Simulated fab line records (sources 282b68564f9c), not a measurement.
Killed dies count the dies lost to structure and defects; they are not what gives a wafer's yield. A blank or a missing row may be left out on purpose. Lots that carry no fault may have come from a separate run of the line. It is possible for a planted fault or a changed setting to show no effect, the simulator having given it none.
Split-lot experiment / flow rit-cmos / 23 wafers read across 5 lots, on a route 202 steps long

SPLIT DETAILS
At RIT_NLDD_COAT_01 (resist thk 1000 nm), the setting spin-rpm was moved away from the recipe's 3250 rpm on 6 of the 23 wafers read, by -5.5% to +6.7%. The other wafers ran this setting at the recipe's value.

FROM THE SPLIT TO THE READING: what the file shows between them, 3 steps
- RIT_NLDD_SOFTBAKE_02: time 60 s
- RIT_NLDD_EXPOSE_03: exposes mask M7, target cd 40700 nm
- RIT_NLDD_DEVELOP_05: develop time 50 s

THE READING
NOVOLAK_of_NLDD_COAT_01.thk-nm (the simulator's own value, which no gauge read), in nm, at RIT_NLDD_HARDBAKE_07 (time 60 s). The file gives no usual value for it. Average 886.2 nm, standard deviation 3.2 nm, over the 17 wafers here run with the recipe.

wafer=L076.1; tool, chamber at the split=litho-track-01, 0; spin-rpm as run, rpm=3467; against the recipe=+6.7%; NOVOLAK_of_NLDD_COAT_01.thk-nm, nm=860.7; against lot-mates on the recipe=-27.7
wafer=L076.3; tool, chamber at the split=litho-track-01, 0; spin-rpm as run, rpm=3250; against the recipe=recipe; NOVOLAK_of_NLDD_COAT_01.thk-nm, nm=887.7; against lot-mates on the recipe=-
wafer=L076.4; tool, chamber at the split=litho-track-01, 0; spin-rpm as run, rpm=3467; against the recipe=+6.7%; NOVOLAK_of_NLDD_COAT_01.thk-nm, nm=859.9; against lot-mates on the recipe=-28.5
wafer=L076.5; tool, chamber at the split=litho-track-01, 0; spin-rpm as run, rpm=3250; against the recipe=recipe; NOVOLAK_of_NLDD_COAT_01.thk-nm, nm=887.6; against lot-mates on the recipe=-
wafer=L076.6; tool, chamber at the split=litho-track-01, 0; spin-rpm as run, rpm=3250; against the recipe=recipe; NOVOLAK_of_NLDD_COAT_01.thk-nm, nm=889.8; against lot-mates on the recipe=-
wafer=L078.1; tool, chamber at the split=litho-track-01, 0; spin-rpm as run, rpm=3250; against the recipe=recipe; NOVOLAK_of_NLDD_COAT_01.thk-nm, nm=890.9; against lot-mates on the recipe=-
wafer=L078.2; tool, chamber at the split=litho-track-01, 0; spin-rpm as run, rpm=3250; against the recipe=recipe; NOVOLAK_of_NLDD_COAT_01.thk-nm, nm=889.1; against lot-mates on the recipe=-
wafer=L078.3; tool, chamber at the split=litho-track-01, 0; spin-rpm as run, rpm=3250; against the recipe=recipe; NOVOLAK_of_NLDD_COAT_01.thk-nm, nm=887.2; against lot-mates on the recipe=-
wafer=L078.5; tool, chamber at the split=litho-track-01, 0; spin-rpm as run, rpm=3250; against the recipe=recipe; NOVOLAK_of_NLDD_COAT_01.thk-nm, nm=887.5; against lot-mates on the recipe=-
wafer=L078.6; tool, chamber at the split=litho-track-01, 0; spin-rpm as run, rpm=3250; against the recipe=recipe; NOVOLAK_of_NLDD_COAT_01.thk-nm, nm=890.3; against lot-mates on the recipe=-
wafer=L079.1; tool, chamber at the split=litho-track-01, 0; spin-rpm as run, rpm=3250; against the recipe=recipe; NOVOLAK_of_NLDD_COAT_01.thk-nm, nm=889.1; against lot-mates on the recipe=-
wafer=L079.2; tool, chamber at the split=litho-track-01, 0; spin-rpm as run, rpm=3072; against the recipe=-5.5%; NOVOLAK_of_NLDD_COAT_01.thk-nm, nm=910.7; against lot-mates on the recipe=+23.6
wafer=L079.3; tool, chamber at the split=litho-track-01, 0; spin-rpm as run, rpm=3072; against the recipe=-5.5%; NOVOLAK_of_NLDD_COAT_01.thk-nm, nm=910; against lot-mates on the recipe=+22.9
wafer=L079.4; tool, chamber at the split=litho-track-01, 0; spin-rpm as run, rpm=3250; against the recipe=recipe; NOVOLAK_of_NLDD_COAT_01.thk-nm, nm=885.6; against lot-mates on the recipe=-
wafer=L079.5; tool, chamber at the split=litho-track-01, 0; spin-rpm as run, rpm=3250; against the recipe=recipe; NOVOLAK_of_NLDD_COAT_01.thk-nm, nm=886.5; against lot-mates on the recipe=-
wafer=L082.3; tool, chamber at the split=litho-track-04, 0; spin-rpm as run, rpm=3250; against the recipe=recipe; NOVOLAK_of_NLDD_COAT_01.thk-nm, nm=882.8; against lot-mates on the recipe=-
wafer=L082.5; tool, chamber at the split=litho-track-04, 0; spin-rpm as run, rpm=3250; against the recipe=recipe; NOVOLAK_of_NLDD_COAT_01.thk-nm, nm=884; against lot-mates on the recipe=-
wafer=L082.6; tool, chamber at the split=litho-track-04, 0; spin-rpm as run, rpm=3250; against the recipe=recipe; NOVOLAK_of_NLDD_COAT_01.thk-nm, nm=882.2; against lot-mates on the recipe=-
wafer=L084.2; tool, chamber at the split=litho-track-04, 0; spin-rpm as run, rpm=3250; against the recipe=recipe; NOVOLAK_of_NLDD_COAT_01.thk-nm, nm=882.7; against lot-mates on the recipe=-
wafer=L084.3; tool, chamber at the split=litho-track-04, 0; spin-rpm as run, rpm=3250; against the recipe=recipe; NOVOLAK_of_NLDD_COAT_01.thk-nm, nm=882; against lot-mates on the recipe=-
wafer=L084.4; tool, chamber at the split=litho-track-04, 0; spin-rpm as run, rpm=3411; against the recipe=+5.0%; NOVOLAK_of_NLDD_COAT_01.thk-nm, nm=857.9; against lot-mates on the recipe=-23.8
wafer=L084.5; tool, chamber at the split=litho-track-04, 0; spin-rpm as run, rpm=3250; against the recipe=recipe; NOVOLAK_of_NLDD_COAT_01.thk-nm, nm=880.4; against lot-mates on the recipe=-
wafer=L084.6; tool, chamber at the split=litho-track-04, 0; spin-rpm as run, rpm=3411; against the recipe=+5.0%; NOVOLAK_of_NLDD_COAT_01.thk-nm, nm=861.6; against lot-mates on the recipe=-20.1

THE FIT
A straight line over all 23 wafers: NOVOLAK_of_NLDD_COAT_01.thk-nm changes by -4.39 nm for each +1% of spin-rpm; r = -0.97; the points scatter about the line by 3.4 nm.
The same after taking each lot's own level away (the mean of its wafers on the recipe; 23 wafers): -4.27 nm for each +1%; r = -1.00; scatter 1.3 nm.
According to that fit, moving spin-rpm by its largest amount changes the reading by 29 nm.
Across the lots, their own levels run from 881.70 to 889.00 nm, a range of 2.3 times the standard deviation given above.
Consequently the slope shifts little with the lot-to-lot level, the two slopes agreeing.
Check: -28.8 nm against its lot-mates is what the line predicts for one of the wafers moved furthest among these (+6.7%) when that wafer is left out of the fit. It came out at -27.7 nm against them.

OTHER SPLITS APPLIED TO THESE WAFERS
Other splits were also applied to these wafers ahead of the reading. Each is held against what the fit with the lots' levels taken away leaves over:
other split on the same wafers=RIT_ACTIVE_CVD_03 temp-c; wafers away from the commonest value=10; r with NOVOLAK_of_NLDD_COAT_01.thk-nm (lot level and that fit taken away)=+0.10
other split on the same wafers=RIT_ACTIVE_DEVELOP_10 dev-temp-c; wafers away from the commonest value=10; r with NOVOLAK_of_NLDD_COAT_01.thk-nm (lot level and that fit taken away)=-0.21
other split on the same wafers=RIT_FOX2_OXIDATION_00 ox-time-s; wafers away from the commonest value=18; r with NOVOLAK_of_NLDD_COAT_01.thk-nm (lot level and that fit taken away)=-0.02
other split on the same wafers=RIT_PWELL_IMPLANT_08 energy-kev; wafers away from the commonest value=11; r with NOVOLAK_of_NLDD_COAT_01.thk-nm (lot level and that fit taken away)=+0.03
other split on the same wafers=RIT_NRETRO_COAT_01 resist-thk-nm; wafers away from the commonest value=7; r with NOVOLAK_of_NLDD_COAT_01.thk-nm (lot level and that fit taken away)=-0.26
other split on the same wafers=RIT_PRETRO_COAT_01 spin-rpm; wafers away from the commonest value=8; r with NOVOLAK_of_NLDD_COAT_01.thk-nm (lot level and that fit taken away)=+0.38
other split on the same wafers=RIT_PRETRO_IMPLANT_08 energy-kev; wafers away from the commonest value=8; r with NOVOLAK_of_NLDD_COAT_01.thk-nm (lot level and that fit taken away)=+0.19
other split on the same wafers=RIT_GATE_CLEAN_04 time-s; wafers away from the commonest value=15; r with NOVOLAK_of_NLDD_COAT_01.thk-nm (lot level and that fit taken away)=-0.09
other split on the same wafers=RIT_GATE_EXPOSE_13 dose-mj; wafers away from the commonest value=12; r with NOVOLAK_of_NLDD_COAT_01.thk-nm (lot level and that fit taken away)=+0.23

THE WHOLE CHAIN: every reading that the file lists as answering this split, in the file's order
step=RIT_NLDD_COAT_01; what it does=resist thk 1000 nm; reading=NOVOLAK_of_NLDD_COAT_01.thk-nm (the simulator's own value, which no gauge read); change (the file's fit)=-4.87 nm for each +1% of the setting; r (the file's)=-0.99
step=RIT_NLDD_HARDBAKE_07; what it does=time 60 s; reading=NOVOLAK_of_NLDD_COAT_01.thk-nm (the simulator's own value, which no gauge read); change (the file's fit)=-4.27 nm for each +1% of the setting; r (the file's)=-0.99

THE FILE'S OWN FIT
NOVOLAK_of_NLDD_COAT_01.thk-nm changes by -4.27 nm for each +1% of spin-rpm, r = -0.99.
